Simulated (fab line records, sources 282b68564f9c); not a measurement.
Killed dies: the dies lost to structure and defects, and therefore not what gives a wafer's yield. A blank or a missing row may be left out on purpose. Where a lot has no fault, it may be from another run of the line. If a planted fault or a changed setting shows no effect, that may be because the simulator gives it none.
Struck lot and sound lot, side by side || flow rit_cmos || 43 out of 202 route steps
Sound: wafers L538.1, L538.3, L538.5. Wafers struck: L541.3, L541.4, L541.5. The cause comes at the end.
Each step with rows lists, per side, the tool, then ch with its chambers, then its first start. Under that, the readings that differ: sound wafers || struck wafers || difference of the means || sigmas: that difference in standard deviations of wafers without a fault.
alike: a reading whose means differ by less than 2 such deviations, as well as words and numbers matching on both sides. not compared: withheld readings; readings where some wafer has no value; bounds like >300 that might hide an equal value; numbers whose values overlap and for which the record gives no deviation.
Wherever a step has rows on one side only, a row that says differs or no value, or a row with sigmas, the two part there. When numbers do not overlap yet have no deviation, they are printed without sigmas and do not part them. Lack of a reading on every wafer of one side parts them only where that side has two or more wafers.

first, 2 steps without rows for these wafers: RIT_NLDD_HARDBAKE_07 (time 60 s); RIT_NLDD_IMPLANT_08.
RIT_NLDD_STRIP_09: strips in O2, time 180 s.
  sound on plasma_asher-03 ch 1, day 4 00:39; struck on plasma_asher-03 ch 0,1, day 4 16:02
  alike: drypump_motor_current_A, o2_flow_sccm
  not compared: rf_hours_counter_h
RIT_NLDD_TW_MEAS_10:
  sound: film_metro-04 at day 4 00:49; struck: film_metro-02 at day 4 16:10
  alike: NLDD_TW
then, 6 steps without rows for these wafers: RIT_PLDD_HMDS_00 (prime time 60 s); RIT_PLDD_COAT_01 (resist thk 1000 nm); RIT_PLDD_SOFTBAKE_02 (time 60 s); RIT_PLDD_EXPOSE_03 (exposes mask M8, target cd 40900 nm); RIT_PLDD_PEB_04; RIT_PLDD_DEVELOP_05 (develop time 50 s).
RIT_PLDD_OVL_MEAS_06:
  sound: overlay-02 at day 4 01:52; struck: overlay-02 at day 4 17:05
  alike: PLDD_OVL
then, 1 step without rows for these wafers: RIT_PLDD_HARDBAKE_07 (time 60 s).
RIT_PLDD_IMPLANT_08:
  sound on implanter-04 ch 0, day 4 02:02; struck on implanter-04 ch 0, day 4 17:18
{"reading": "dose_ions_cm2", "sound": "9.002e+14 9.005e+14 8.998e+14", "struck": "1.4415e+15 1.4399e+15 1.4396e+15", "difference": "+5.4017e+14", "sigmas": "+99 or more"}
{"reading": "end_station_pressure_torr (Torr)", "sound": "7.7e-06 6.8e-06 7.5e-06", "struck": "8.5e-06 8.4e-06 8.7e-06", "difference": "+1.2e-06", "sigmas": "+3"}
{"reading": "faraday_current_uA", "sound": "2724 2849 2777", "struck": "4476 4506 4435", "difference": "+1689", "sigmas": "+31"}
  alike: beam_on_s
RIT_PLDD_STRIP_09: strips in O2, time 180 s.
  sound on plasma_asher-03 ch 0,1, day 4 02:11; struck on plasma_asher-02 ch 0,1, day 4 17:28
  alike: drypump_motor_current_A, o2_flow_sccm
  not compared: rf_hours_counter_h
RIT_PLDD_TW_MEAS_10:
  sound: film_metro-03 at day 4 02:22; struck: film_metro-02 at day 4 17:49
{"reading": "PLDD_TW", "sound": "2343 2361 2369", "struck": "2628 2644 2649", "difference": "+283", "sigmas": "+19"}
  not compared: hold
then, 3 steps without rows for these wafers: RIT_SPACER_CLEAN_01 (cleans in dHF, time 30 s); RIT_SPACER_CLEAN_02 (cleans in SC2, time 600 s); RIT_SPACER_CVD_03 (deposits Si3N4 from SiH2Cl2/NH3, target thk 250 nm, time 3300 s).
RIT_SPACER_THK_MEAS_04:
  sound: film_metro-01 at day 4 04:44; struck: film_metro-01 at day 4 22:02
  alike: SPACER_NITRIDE_THK
RIT_SPACER_ETCHBACK_05: etches Si3N4 in SF6/CHF3, stops on SiO2, target depth 250 nm, time 240 s.
  sound on rie_diel-02 ch 0,1,3, day 4 04:47; struck on rie_diel-02 ch 1,2,3, day 4 22:04
  alike: CHF3_flow_sccm, drypump_motor_current_A, oes_product_au, rf_fwd_power_W, throttle_valve_pct
  not compared: rf_hours_counter_h
then, 6 steps without rows for these wafers: RIT_NSD_HMDS_00 (prime time 60 s); RIT_NSD_COAT_01 (resist thk 1000 nm); RIT_NSD_SOFTBAKE_02 (time 60 s); RIT_NSD_EXPOSE_03 (exposes mask M9, target cd 40700 nm); RIT_NSD_PEB_04; RIT_NSD_DEVELOP_05 (develop time 50 s).
RIT_NSD_OVL_MEAS_06:
  sound: overlay-02 at day 4 05:55; struck: overlay-01 at day 4 23:08
{"reading": "NSD_OVL (nm)", "sound": "3.7 3.0 0.9", "struck": "-1.2 -1.5 -0.1", "difference": -3.5, "sigmas": -2}
then, 2 steps without rows for these wafers: RIT_NSD_HARDBAKE_07 (time 60 s); RIT_NSD_IMPLANT_08.
RIT_NSD_STRIP_09: strips in O2, time 180 s.
  sound on plasma_asher-01 ch 0,1, day 4 06:15; struck on plasma_asher-03 ch 0,1, day 4 23:31
{"reading": "drypump_motor_current_A (A)", "sound": "5.0 4.9 5.0", "struck": "5.7 5.9 5.9", "difference": "+0.9", "sigmas": "+2"}
  alike: o2_flow_sccm
  not compared: rf_hours_counter_h
RIT_NSD_TW_MEAS_10:
  sound: film_metro-02 at day 4 06:25; struck: film_metro-03 at day 4 23:39
  alike: NSD_TW
then, 6 steps without rows for these wafers: RIT_PSD_HMDS_00 (prime time 60 s); RIT_PSD_COAT_01 (resist thk 1000 nm); RIT_PSD_SOFTBAKE_02 (time 60 s); RIT_PSD_EXPOSE_03 (exposes mask M10, target cd 40900 nm); RIT_PSD_PEB_04; RIT_PSD_DEVELOP_05 (develop time 50 s).
RIT_PSD_OVL_MEAS_06:
  sound: overlay-01 at day 4 07:28; struck: overlay-01 at day 5 00:43
  alike: PSD_OVL
then, 2 steps without rows for these wafers: RIT_PSD_HARDBAKE_07 (time 60 s); RIT_PSD_IMPLANT_08.
RIT_PSD_STRIP_09: strips in O2, time 180 s.
  sound on plasma_asher-04 ch 0,1, day 4 07:47; struck on plasma_asher-04 ch 0,1, day 5 01:06
  alike: drypump_motor_current_A, o2_flow_sccm
  not compared: rf_hours_counter_h
RIT_SDANNEAL_RS_MEAS_06: measurement is done with a four-point probe.
  sound: film_metro-02 at day 4 08:43; struck: film_metro-04 at day 5 02:36
{"reading": "PLDD_RS (ohm/sq)", "sound": "178.2 179.2 179.0", "struck": "157.6 157.1 157.3", "difference": -21.5, "sigmas": -46}
  not compared: hold
RIT_M1_PROBE_99:
  the record holds rows for the sound wafers here (prober-01, day 4 16:06) but none for the struck ones

== WHERE THEY PART ==
Last at RIT_M1_PROBE_99 as far as this record goes, first at RIT_PLDD_IMPLANT_08.

WHY: what had been put in by the simulator
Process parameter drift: implanter-04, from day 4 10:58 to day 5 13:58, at RIT_PLDD_IMPLANT_08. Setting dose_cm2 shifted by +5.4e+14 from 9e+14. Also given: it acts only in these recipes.
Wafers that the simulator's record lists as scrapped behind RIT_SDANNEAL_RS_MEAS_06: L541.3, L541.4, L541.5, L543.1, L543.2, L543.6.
